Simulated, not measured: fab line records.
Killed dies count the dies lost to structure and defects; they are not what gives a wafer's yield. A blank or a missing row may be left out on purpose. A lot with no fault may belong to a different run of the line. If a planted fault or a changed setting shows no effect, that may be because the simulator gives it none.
2 desks, one fault / flow berkeley cmos170 / only its own numbers are on each desk; what lay behind them is given at the end

== TOOL OWNER'S DESK, rie metal-03 ==
The tool's own readings at UCB170_M3_METAL_ETCH_18 (etches Al in Cl2/BCl3, stops on SiO2, target depth 1170 nm, time 195 s): means of the sampled wafers that have a number, for each lot that ran on this tool. If a lot's mean is further than 4 standard deviations from the usual mean, the lot is out of limits and carries the mark OUT (the distance appears in the brackets).
Columns: A = bias w at UCB170_M3_METAL_ETCH_18, usual 120.0 W; B = drypump motor current A at UCB170_M3_METAL_ETCH_18, usual 6.0 A; C = oes product au at UCB170_M3_METAL_ETCH_18, usual 0.857 a.u.; D = rf fwd power W at UCB170_M3_METAL_ETCH_18, usual 597.7 W; E = throttle valve pct at UCB170_M3_METAL_ETCH_18, usual 24.29 %
lot=L721; first seen here=day 9 20:20; A=119.7; B=5.9; C=0.866; D=598.6; E=24.34
lot=L727; first seen here=day 10 14:34; A=108.1 (-30) OUT; B=5.9; C=0.881; D=599.1; E=24.33
lot=L731; first seen here=day 11 02:31; A=108.2 (-30) OUT; B=5.9; C=0.875; D=599.4; E=24.32
This desk's finding: out of limits on L727, L731; first on L727, day 10 14:34 (bias w at UCB170_M3_METAL_ETCH_18). In limits: L721.

== METROLOGY DESK ==
Lot by lot, what the gauges showed, no matter which tool ran the lot: averages of those sampled wafers that carry a number. If a lot's mean is further than 4 standard deviations from the usual mean, the lot is out of limits and carries the mark OUT (the distance appears in the brackets).
Columns: A = cd nm at UCB170_M3_CD_MEAS_15, usual 699.4 nm; B = M3_OVL at UCB170_M3_OVL_MEAS_16, usual 5 nm
lot=L720; first seen here=day 9 10:37; A=697.6; B=7
lot=L721; first seen here=day 9 20:07; A=697.6; B=-2
lot=L727; first seen here=day 10 14:22; A=700.4; B=8
lot=L731; first seen here=day 11 02:18; A=700.9; B=-3
lot=L734; first seen here=day 11 22:43; A=696.7; B=10
lot=L735; first seen here=day 12 10:44; A=697.7; B=-4
This desk's verdict: no lot among the 6 shows anything out of limits.

== BROUGHT TOGETHER ==
The tool owner's desk could have raised an alarm at day 10 14:34, on L727, L731.
At the metrology desk, nothing out of limits was observed.
The metrology desk has L727, L731 on record, within its limits.
Every lot named ran UCB170_M3_METAL_ETCH_18 on rie metal-03.

== WHAT HAD BEEN PUT IN BY THE SIMULATOR ==
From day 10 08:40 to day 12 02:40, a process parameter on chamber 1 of rie metal-03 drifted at UCB170_M3_METAL_ETCH_18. From 120, the setting bias w moved by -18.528. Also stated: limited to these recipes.
Shown lots that were struck: L727, L731.
How many hours passed from the start of the fault until each desk's first out-of-limits reading: the tool owner's desk, 6.
